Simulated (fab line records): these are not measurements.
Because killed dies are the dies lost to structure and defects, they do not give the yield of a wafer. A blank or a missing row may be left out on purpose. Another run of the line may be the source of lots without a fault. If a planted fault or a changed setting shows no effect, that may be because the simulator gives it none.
Split-lot trial + flow ritCmos + 5 lots, 23 wafers read, on a route of 202 steps

ON THE SPLIT
At RIT_GATE_COAT_11 (resist thk 850 nm), the setting resistThkNm was moved away from the recipe's 850 nm on 8 of the 23 wafers read, by -1.6% to +3.3%. For the rest of the wafers, this setting stayed at what the recipe calls for.

FROM THE SPLIT TO THE READING: what the file shows between them, 5 steps
- RIT_GATE_SOFTBAKE_12: time 60 s
- RIT_GATE_EXPOSE_13: exposes mask M6, target cd 150 nm
- RIT_GATE_PEB_14
- RIT_GATE_DEVELOP_15: develop time 50 s
- RIT_GATE_HARDBAKE_18: time 60 s

THE READING
NOVOLAK_of_GATE_COAT_11.thkNm (the simulator's own value, which no gauge read), in nm, at RIT_GATE_ETCH_19 (etches poly-Si in SF6/CHF3/O2, stops on SiO2, time 165 s, target depth 312.5 nm). No usual value for it is given in the file. Average 669.6 nm, standard deviation 2 nm, over the 15 wafers here run with the recipe.

| wafer  | tool, chamber at the split | resistThkNm as run, nm | against the recipe | NOVOLAK_of_GATE_COAT_11.thkNm, nm | against lot-mates on the recipe |
|--------|----------------------------|------------------------|--------------------|-----------------------------------|---------------------------------|
| L076.1 | lithoTrack-04, 0           | 850                    | recipe             | 669.4                             | -                               |
| L076.2 | lithoTrack-04, 0           | 877.3                  | +3.2%              | 695.5                             | +25.4                           |
| L076.3 | lithoTrack-04, 0           | 850                    | recipe             | 673.8                             | -                               |
| L076.4 | lithoTrack-04, 0           | 850                    | recipe             | 667.2                             | -                               |
| L076.6 | lithoTrack-04, 0           | 877.3                  | +3.2%              | 696.4                             | +26.3                           |
| L078.2 | lithoTrack-04, 0           | 850                    | recipe             | 671.4                             | -                               |
| L078.3 | lithoTrack-04, 0           | 850                    | recipe             | 670.8                             | -                               |
| L078.4 | lithoTrack-04, 0           | 850                    | recipe             | 670.4                             | -                               |
| L079.1 | lithoTrack-02, 0           | 850                    | recipe             | 669.8                             | -                               |
| L079.2 | lithoTrack-02, 0           | 850                    | recipe             | 669.6                             | -                               |
| L079.3 | lithoTrack-02, 0           | 850                    | recipe             | 666.7                             | -                               |
| L079.5 | lithoTrack-02, 0           | 850                    | recipe             | 668.7                             | -                               |
| L079.6 | lithoTrack-02, 0           | 850                    | recipe             | 668.4                             | -                               |
| L084.2 | lithoTrack-04, 0           | 878.4                  | +3.3%              | 694.6                             | +23.0                           |
| L084.3 | lithoTrack-04, 0           | 878.4                  | +3.3%              | 693                               | +21.4                           |
| L084.4 | lithoTrack-04, 0           | 878.4                  | +3.3%              | 696.3                             | +24.7                           |
| L084.5 | lithoTrack-04, 0           | 850                    | recipe             | 671.6                             | -                               |
| L084.6 | lithoTrack-04, 0           | 850                    | recipe             | 671.6                             | -                               |
| L085.2 | lithoTrack-04, 0           | 850                    | recipe             | 666                               | -                               |
| L085.3 | lithoTrack-04, 0           | 850                    | recipe             | 668.2                             | -                               |
| L085.4 | lithoTrack-04, 0           | 836.1                  | -1.6%              | 655                               | -12.1                           |
| L085.5 | lithoTrack-04, 0           | 836.1                  | -1.6%              | 652.6                             | -14.5                           |
| L085.6 | lithoTrack-04, 0           | 836.1                  | -1.6%              | 655.8                             | -11.3                           |

FIT RESULTS
A straight line over all 23 wafers: NOVOLAK_of_GATE_COAT_11.thkNm changes by +8.04 nm for each +1% of resistThkNm; r = +0.99; the points scatter about the line by 2.1 nm.
The same after taking each lot's own level away (the mean of its wafers on the recipe; 23 wafers): +7.4 nm for each +1%; r = +0.99; scatter 1.7 nm.
According to that fit, moving resistThkNm by its largest amount changes the reading by 25 nm.
The lots' own levels span 667.10 to 671.60 nm, that is 2.2 times the standard deviation above.
Consequently the slope shifts little with the lot-to-lot level, the two slopes agreeing.
Check: with one of the wafers moved furthest among these (+3.3%) left out of the fit, the line predicts +25 nm for it against its lot-mates. Against them it came out at +23 nm.

FURTHER SPLITS ON THESE WAFERS
Note: prior to the reading, these wafers also went through further splits. Each is held against what the fit with the lots' levels taken away leaves over:
| other split on the same wafers | wafers away from the commonest value | r with NOVOLAK_of_GATE_COAT_11.thkNm (lot level and that fit taken away) |
|--------------------------------|--------------------------------------|--------------------------------------------------------------------------|
| RIT_PRETRO_IMPLANT_08 doseCm2  | 12                                   | -0.29                                                                    |
| RIT_GATE_OXIDATION_05 tempC    | 18                                   | +0.07                                                                    |

THE WHOLE CHAIN: every reading that the file lists as answering this split, in the file's order
| step                 | what it does                                                                    | reading                                                                        | change (the file's fit)              | r (the file's) |
|----------------------|---------------------------------------------------------------------------------|--------------------------------------------------------------------------------|--------------------------------------|----------------|
| RIT_GATE_COAT_11     | resist thk 850 nm                                                               | NOVOLAK_of_GATE_COAT_11.thkNm (the simulator's own value, which no gauge read) | +8.45 nm for each +1% of the setting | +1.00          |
| RIT_GATE_DEVELOP_15  | develop time 50 s                                                               | GATE.cdNm (the simulator's own value, which no gauge read)                     | +1.68 nm for each +1% of the setting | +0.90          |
| RIT_GATE_HARDBAKE_18 | time 60 s                                                                       | NOVOLAK_of_GATE_COAT_11.thkNm (the simulator's own value, which no gauge read) | +7.39 nm for each +1% of the setting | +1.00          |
| RIT_GATE_ETCH_19     | etches poly-Si in SF6/CHF3/O2, stops on SiO2, time 165 s, target depth 312.5 nm | NOVOLAK_of_GATE_COAT_11.thkNm (the simulator's own value, which no gauge read) | +7.48 nm for each +1% of the setting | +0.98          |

THE FILE'S OWN FIT
NOVOLAK_of_GATE_COAT_11.thkNm changes by +7.48 nm for each +1% of resistThkNm, r = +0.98.
